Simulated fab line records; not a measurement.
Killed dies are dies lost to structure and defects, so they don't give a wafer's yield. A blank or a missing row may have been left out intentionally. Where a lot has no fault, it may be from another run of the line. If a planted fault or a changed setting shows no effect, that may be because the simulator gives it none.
Which of the tools did it?    flow rit_cmos    Sampling: 7 lots, 21 wafers, 2 of 202 route steps

## WHAT EACH GAUGE READ, for each wafer
RIT_M1_CD_MEAS_90: target cd 2600 nm.
lot   measured     on         cd_nm (nm)
L890  day 4 11:55  cd_sem-02  2601.2 2601.8 2602.2
L893  day 5 03:14  cd_sem-01  2602.7 2603.1 2602.2
L896  day 5 15:41  cd_sem-02  2604.8 2602.9 2604.2
L901  day 6 22:40  cd_sem-02  2601.5 2597.8 2597.4
L904  day 7 09:54  cd_sem-02  2593.8 2593.0 2592.1
L907  day 7 21:54  cd_sem-01  2591.7 2592.8 2590.1 2591.7 2592.6 2590.6
L909  day 8 06:02  cd_sem-02  2602.4 2600.5 2603.0

## WHAT TOOL EACH LOT RAN ON (gives the tool, then ch and the chambers of the sampled wafers, and finally the start)
lot   RIT_M1_METAL_ETCH_12
L890  rie_metal-04 ch 0,1, day 4 11:21
L893  rie_metal-04 ch 0,1, day 5 02:44
L896  rie_metal-04 ch 0,1, day 5 15:09
L901  rie_metal-03 ch 0,1, day 6 22:09
L904  rie_metal-01 ch 0,1, day 7 09:21
L907  rie_metal-01 ch 0,1, day 7 21:21
L909  rie_metal-03 ch 1, day 8 05:28
- RIT_M1_METAL_ETCH_12: etches Al in Cl2/BCl3, stops on SiO2, time 165 s, target depth 600 nm.

## THE ANSWER, worked out from the rows above alone
Rule: the usual values come from the lots themselves. The widest of any qualifying gaps counts: lots, ordered by their means at a reading, are off when they make up no more than a third of the lots, leave a main group of 4 or more, and stand apart from it by 3 or more times the standard deviation of that group's means. Not used: any main group whose means are identical at the precision the tables above print for the reading. Also off: a lot with no number at a reading for which 4 or more lots have one. The other lots that the step has rows for count as sound.
Off: L904, L907, at RIT_M1_CD_MEAS_90 (cd_nm). The main group: mean 2601.8 nm, standard deviation 1.7.
If a tool, at a process step before that reading, ran all the lots that are off and no sound lot after the first of them, it fits. Gauges at RIT_M1_CD_MEAS_90: tried the same way as those tools. One fits: rie_metal-01 at RIT_M1_METAL_ETCH_12. It ran no sound lot before its first lot that is off in this sample, so the start can't be narrowed down.

## WHAT THE SIMULATOR HAD INSERTED
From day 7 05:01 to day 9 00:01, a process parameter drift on rie_metal-01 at RIT_M1_METAL_ETCH_12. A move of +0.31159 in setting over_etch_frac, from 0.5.
Struck lots among those shown: L904, L907. The rule given above showed the same thing.
